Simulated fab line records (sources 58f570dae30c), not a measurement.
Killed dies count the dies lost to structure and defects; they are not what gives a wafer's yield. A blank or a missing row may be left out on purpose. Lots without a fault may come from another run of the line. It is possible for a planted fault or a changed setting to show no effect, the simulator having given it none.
Which of the tools did it?    flow berkeley_cmos170    7 lots with 21 wafers sampled at 2 steps, on a route of 331 steps

WHAT THE GAUGES READ, wafer by wafer
UCB170_NVT_TW_MEAS_09.
lot   measured      on             NVT_TW
L495  day 7 06:23   film_metro-04  527.4 529.1 529.5
L498  day 8 01:01   film_metro-03  525.9 527.5 525.0
L497  day 8 01:26   film_metro-03  523.9 525.5 522.8
L503  day 8 10:02   film_metro-04  523.8 524.2 523.4
L508  day 9 08:53   film_metro-04  566.6 565.0 569.8
L513  day 10 11:16  film_metro-01  527.9 527.4 523.5
L514  day 10 21:52  film_metro-01  523.9 522.8 521.7

TOOL THAT RAN EACH LOT (tool first, then ch and the chambers of the sampled wafers, then the start)
lot   UCB170_NVT_IMPLANT_07
L495  implanter-02 ch 0, day 7 06:10
L498  implanter-03 ch 0, day 8 00:47
L497  implanter-02 ch 0, day 8 01:11
L503  implanter-01 ch 0, day 8 09:47
L508  implanter-03 ch 0, day 9 08:38
L513  implanter-02 ch 0, day 10 11:01
L514  implanter-01 ch 0, day 10 21:37
- UCB170_NVT_IMPLANT_07

THE ANSWER, worked out from the rows above alone
Rule: the lots themselves supply what counts as usual. Put in order of their means at a reading, lots are off if they are a third of the lots or fewer, leave a main group of 4 or more, and stand apart from it by a gap of 3 or more times the standard deviation of the main group's means; of several such gaps the widest counts. A main group whose means are all the same, to the digits that the tables above print for the reading, isn't used. Also off: a lot with no number at a reading for which 4 or more lots have one. Where the step has rows for the other lots, those lots are counted as sound.
Off: L508, at UCB170_NVT_TW_MEAS_09 (NVT_TW). Mean 525.3 and standard deviation 2 in the main group.
If a tool, at a process step before that reading, ran all the lots that are off and no sound lot after the first of them, it fits. The gauges at UCB170_NVT_TW_MEAS_09 are tried like those tools. Can't be told from this: 2 tools fit, implanter-03 at UCB170_NVT_IMPLANT_07, film_metro-04 at UCB170_NVT_TW_MEAS_09.

WHAT THE SIMULATOR HAD PUT IN
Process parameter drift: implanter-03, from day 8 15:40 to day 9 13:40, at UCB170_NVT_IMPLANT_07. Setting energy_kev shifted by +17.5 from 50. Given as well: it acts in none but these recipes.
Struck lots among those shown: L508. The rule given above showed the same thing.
